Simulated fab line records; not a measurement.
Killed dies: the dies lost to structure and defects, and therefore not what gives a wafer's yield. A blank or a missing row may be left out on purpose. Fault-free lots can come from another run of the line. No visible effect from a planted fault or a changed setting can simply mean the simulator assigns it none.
Comparing a struck lot with a sound one | flow berkeley-cmos170 | 13 steps out of a route of 331
Sound: the wafers L908.2, L908.3, L908.6. Wafers L897.1, L897.3, L897.6 were the ones struck. The cause comes at the end.
Order at every step that has rows: each side's tool, ch and its chambers, its first start. Under that, the readings that differ: sound wafers | struck wafers | difference of the means | sigmas: that difference in standard deviations of wafers without a fault.
alike: same words and numbers on both sides, and readings whose means sit less than 2 such deviations apart. not compared: any withheld reading, any reading some wafer has no value for, any bound like >300 that may hide the same value, and any number with overlapping values for which the record gives no deviation.
Wherever a step has rows on one side only, a row that says differs or no value, or a row with sigmas, the two part there. When numbers do not overlap yet have no deviation, they are printed without sigmas and do not part them. A reading missing from all wafers of one side parts the sides only when that side holds two or more wafers.

UCB170_START_BOW_MEAS_00:
  sound: film-metro-02 at day 4 08:01; struck: film-metro-02 at day 2 01:00
  alike: INCOMING_BOW
then, 2 steps without rows for these wafers: UCB170_START_CLEAN_01 (cleans in dHF, time 60 s); UCB170_START_OXIDATION_02 (target thk 20 nm, ox time 1800 s).
UCB170_START_THK_MEAS_03:
  sound: film-metro-02 at day 4 11:14; struck: film-metro-03 at day 2 05:26
  alike: START_OXIDE_THK
then, 4 steps without rows for these wafers: UCB170_START_ANNEAL_04 (time 1200 s); UCB170_ZERO_HMDS_00 (prime time 60 s); UCB170_ZERO_COAT_01 (resist thk 900 nm); UCB170_ZERO_SOFTBAKE_02 (time 60 s).
UCB170_ZERO_EXPOSE_03: exposes mask PM MARKS, target cd 4000 nm.
  struck on krf-scanner-02, day 2 09:31; sound on krf-scanner-02 ch 0, day 4 15:55
  no value came back on the struck wafers for exposure-dose-mJ-cm2, focus-offset-nm (nm), sigma-outer; on the sound wafers exposure-dose-mJ-cm2 reads 29.99 29.99 30.02
  alike: mask
then, 2 steps without rows for these wafers: UCB170_ZERO_PEB_04; UCB170_ZERO_DEVELOP_05 (develop time 45 s).
UCB170_ZERO_ETCH_06: etches SiO2 in CHF3/CF4/Ar, time 12 s.
  sound on rie-diel-02 ch 0,2,3, day 4 16:23; struck on rie-diel-02 ch 0,1,3, day 2 10:14
  reading               | sound             | struck            | difference | sigmas
  oes-product-au (a.u.) | 0.617 0.607 0.622 | 0.372 0.372 0.369 | -0.244     | -31
  alike: drypump-motor-current-A, mfc-ar-sccm, rf-fwd-power-W, throttle-valve-pct
  not compared: rf-hours-counter-h
UCB170_ZERO_STRIP_07: strips in O2.
  sound on plasma-asher-03 ch 1, day 4 16:25; struck on plasma-asher-03 ch 0,1, day 2 10:16
  alike: drypump-motor-current-A, o2-flow-sccm, oes-product-au, strip-time-to-endpoint-s
  not compared: rf-hours-counter-h

WHERE THEY PART
Last at UCB170_ZERO_ETCH_06 as far as this record goes, first at UCB170_ZERO_EXPOSE_03. Later steps at which nothing parts them and some readings are alike: UCB170_ZERO_STRIP_07.

WHY: what had been put in by the simulator
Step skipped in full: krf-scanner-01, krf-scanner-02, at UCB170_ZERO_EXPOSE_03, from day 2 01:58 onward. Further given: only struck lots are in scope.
